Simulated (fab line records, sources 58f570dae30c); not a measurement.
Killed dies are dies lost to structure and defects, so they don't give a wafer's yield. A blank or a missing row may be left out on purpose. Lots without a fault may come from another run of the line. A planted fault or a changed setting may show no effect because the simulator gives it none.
Problem report in the 8D (eight disciplines) form, filled by code | flow berkeley_cmos170 | the parts of the form that need people (team, actions taken, sign-off) are left out

1. THE PROBLEM
rf_fwd_power_W at UCB170_ACTIVE_ETCH_15 reads a mean of 519.4 W on 6 wafers of 2 lots; wafers without a fault read 447.7 W with a standard deviation of 1.3. That is +55 standard deviations from the usual mean.
The step: etches Si3N4 in CH3F/Ar/O2, stops on SiO2, target depth 242 nm, time 151 s.
First seen on wafer L367.1, day 5 17:14, on rie_diel-04. The record holds 42 wafers of 14 lots with a number at this step. Rule for "out", or "out of limits": more than 4 standard deviations from the usual mean. The other wafers with a number count as sound.

2. WHAT IT IS AND WHAT IT IS NOT
question                    | is                     | is not
which readings at this step | rf_fwd_power_W         | drypump_motor_current_A, oes_product_au, throttle_valve_pct
which lots                  | L367, L369             | L359, L360, L361, L362, L365, L371, L374, L377, L378, L379, L381, L382
which wafers of those lots  | all that have a number | -
read on which tools         | rie_diel-04            | rie_diel-01, rie_diel-02
when                        | from day 5 17:14       | up to then (15 sound wafers); but 21 sound wafers of L371, L374, L377, L378, L379, L381, L382 came after

3. SUSPECTS, AND WHAT RULES EACH OUT
Counting: a tool at a process step up to the reading stays a suspect if it ran every lot that is out and no sound lot after the first of them.
- rie_diel-04 at UCB170_ACTIVE_ETCH_15 (etches Si3N4 in CH3F/Ar/O2, stops on SiO2, target depth 242 nm, time 151 s): ruled out as a lasting fault. Sound lots L381 ran on it after its first lot that is out, L367 (day 5 17:14).
Left after counting: nothing in the record.

4. THE CAUSE (what the simulator had put in)
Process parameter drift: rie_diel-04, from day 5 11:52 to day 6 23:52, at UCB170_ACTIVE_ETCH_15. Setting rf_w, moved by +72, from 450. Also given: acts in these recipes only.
Counting ruled it out, wrongly.

5. THE CHAIN OF EFFECTS, in route order
Each row: a reading whose mean over the struck wafers that have a number lies more than 3 standard deviations from the usual. Only readings for which the record gives a usual standard deviation are gone through. hours: the time from each lot's start at the first step in this table that gives one to its start at this step, as a median over the lots. sigmas: the change in usual standard deviations.
hours | step                   | reading                  | usual   | on struck wafers | change | sigmas
0     | UCB170_ACTIVE_ETCH_15  | rf_fwd_power_W           | 447.7 W | 519.4            | +71.7  | +55
0     | UCB170_ACTIVE_STRIP_16 | strip_time_to_endpoint_s | 18.14 s | 17.82            | -0.32  | -4.3
The process steps in it:
- UCB170_ACTIVE_ETCH_15: etches Si3N4 in CH3F/Ar/O2, stops on SiO2, target depth 242 nm, time 151 s.
- UCB170_ACTIVE_STRIP_16: strips in O2.

6. WHAT WOULD HAVE CAUGHT IT SOONER
In this record the first reading out of limits was taken at day 5 17:14, 5 hours after the fault began at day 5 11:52.
